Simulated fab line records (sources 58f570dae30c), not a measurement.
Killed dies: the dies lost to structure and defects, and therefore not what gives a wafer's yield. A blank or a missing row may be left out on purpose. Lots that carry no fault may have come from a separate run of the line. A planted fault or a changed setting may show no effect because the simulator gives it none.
Problem report in the 8D (eight disciplines) form, filled by code || flow berkeley_cmos170 || the parts of the form that need people (team, actions taken, sign-off) are left out

## 1. WHAT IS WRONG
exposure_dose_mJ_cm2 at UCB170_M2_EXPOSE_12 reads a mean of 25.78 on 3 wafers of 1 lot; wafers without a fault read 25.98 with a standard deviation of 0.031. That is -6.5 standard deviations from the usual mean.
The step: exposes mask METAL2, target cd 700 nm.
Seen first at day 10 20:16 on krf_scanner-02, wafer L464.2. At this step, 39 wafers from 13 lots have a number in the record. Rule for "out", or "out of limits": more than 4 standard deviations from the usual mean. All remaining wafers that have a number are taken as sound.

## 2. WHAT IT IS, WHAT IT ISN'T
{"question": "which readings at this step", "is": "exposure_dose_mJ_cm2", "is not": "-"}
{"question": "which lots", "is": "L464", "is not": "L454, L455, L456, L457, L458, L459, L461, L462, L472, L474, L476, L477"}
{"question": "which wafers of those lots", "is": "all that have a number", "is not": "-"}
{"question": "read on which tools", "is": "krf_scanner-02", "is not": "krf_scanner-01"}
{"question": "when", "is": "from day 10 20:16", "is not": "up to then (24 sound wafers); but 12 sound wafers of L472, L474, L476, L477 came after"}

## 3. WHAT RULES OUT EACH SUSPECT
Counting: a tool at a process step up to the reading stays a suspect if it ran every lot that is out and no sound lot after the first of them.
- krf_scanner-02 at UCB170_M2_EXPOSE_12 (exposes mask METAL2, target cd 700 nm): kept. It ran the lot that is out, L464 (day 10 20:16), and no sound lot after that; its last sound lot up to then is L461 (day 10 04:04). Out on those wafers are its own readings of exposure_dose_mJ_cm2.
After counting, what remains is krf_scanner-02 at UCB170_M2_EXPOSE_12.

## 4. THE CAUSE (what the simulator had put in)
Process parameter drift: krf_scanner-02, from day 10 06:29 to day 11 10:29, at UCB170_M2_EXPOSE_12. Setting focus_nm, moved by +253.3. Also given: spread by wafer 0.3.
This tool alone remained once counting was done.

## 5. SEQUENCE OF EFFECTS, ordered by route
One row per reading whose mean, taken over the struck wafers that have a number, lies over 3 standard deviations from the usual. Only readings whose record carries a usual standard deviation are examined. hours: median over the lots of the time between each lot's start at the first step of this table that gives one and its start at this step. sigmas: the change, counted in usual standard deviations.
{"hours": 0, "step": "UCB170_M2_EXPOSE_12", "reading": "exposure_dose_mJ_cm2", "usual": 25.98, "on struck wafers": 25.78, "change": -0.20, "sigmas": -6.5}
The process steps in it:
- UCB170_M2_EXPOSE_12: exposes mask METAL2, target cd 700 nm.

## 6. HOW IT WOULD HAVE BEEN CAUGHT EARLIER
First out-of-limits reading in this record: day 10 20:16, which is 14 hours after fault onset at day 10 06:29.
